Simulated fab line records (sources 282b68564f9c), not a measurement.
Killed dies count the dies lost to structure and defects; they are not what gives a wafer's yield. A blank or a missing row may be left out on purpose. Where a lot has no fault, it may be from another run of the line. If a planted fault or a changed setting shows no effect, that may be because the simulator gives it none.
Which tool was responsible?    flow rit_cmos    6 lots, 18 wafers sampled, at 5 steps of a route of 202

## WHAT THE GAUGES READ, wafer by wafer
RIT_M1_RS_MEAS_01: a four-point-probe measurement.
lot   measured     on             M1_AL_RS (ohm/sq)
L228  day 3 11:11  film_metro-02  0.0733 0.0722 0.0729
L231  day 4 02:22  film_metro-02  0.0740 0.0742 0.0740
L233  day 4 11:40  film_metro-04  0.0742 0.0731 0.0732
L235  day 4 22:15  film_metro-03  0.0739 0.0736 0.0736
L245  day 7 05:19  film_metro-02  0.0754 0.0742 0.0746
L248  day 7 14:56  film_metro-03  0.0726 0.0733 0.0731

## EACH LOT AND THE TOOL THAT RAN IT (in order: tool; ch and the chambers of the sampled wafers; start)
lot   RIT_PLDD_STRIP_09                    RIT_PSD_STRIP_09                     RIT_CONTACT_ETCH_11                RIT_M1_SPUTTER_00
L228  plasma_asher-02 ch 0,1, day 3 01:17  plasma_asher-04 ch 0,1, day 3 06:46  rie_diel-04 ch 0,2,3, day 3 09:58  pvd_sputter-02, day 3 10:53
L231  plasma_asher-03 ch 0,1, day 3 16:16  plasma_asher-03 ch 0, day 3 21:53    rie_diel-04 ch 0,1, day 4 01:13    pvd_sputter-04, day 4 02:03
L233  plasma_asher-02 ch 0,1, day 4 01:19  plasma_asher-03 ch 0,1, day 4 07:08  rie_diel-01 ch 0,2,3, day 4 10:31  pvd_sputter-04, day 4 11:23
L235  plasma_asher-02 ch 0,1, day 4 11:17  plasma_asher-03 ch 0,1, day 4 17:53  rie_diel-04 ch 1,2,3, day 4 21:07  pvd_sputter-04, day 4 21:58
L245  plasma_asher-01 ch 0,1, day 6 19:06  plasma_asher-01 ch 0,1, day 7 00:35  rie_diel-03 ch 1,2, day 7 04:09    pvd_sputter-01, day 7 05:01
L248  plasma_asher-01 ch 0,1, day 7 04:50  plasma_asher-04 ch 0,1, day 7 10:12  rie_diel-01 ch 2,3, day 7 13:47    pvd_sputter-02, day 7 14:38
- RIT_PLDD_STRIP_09: strips in O2, time 180 s.
- RIT_PSD_STRIP_09: strips in O2, time 180 s.
- RIT_CONTACT_ETCH_11: etches SiO2 in CHF3/CF4/Ar, stops on TiSi2, target depth 480 nm, time 320 s.
- RIT_M1_SPUTTER_00: material Al, target thk 400 nm, time 500 s.

## THE ANSWER, worked out from the rows above alone
Rule: the usual values come from the lots themselves. Put in order of their means at a reading, lots are off if they are a third of the lots or fewer, leave a main group of 4 or more, and stand apart from it by a gap of 3 or more times the standard deviation of the main group's means; of several such gaps the widest counts. A main group whose means are all the same, to the digits that the tables above print for the reading, isn't used. A lot without any number at a reading at which 4 lots or more have one is off too. Any other lot the step has rows for is counted as sound.
None of the lots is off at any reading shown; this tells nothing.

## WHAT THE SIMULATOR HAD PUT IN
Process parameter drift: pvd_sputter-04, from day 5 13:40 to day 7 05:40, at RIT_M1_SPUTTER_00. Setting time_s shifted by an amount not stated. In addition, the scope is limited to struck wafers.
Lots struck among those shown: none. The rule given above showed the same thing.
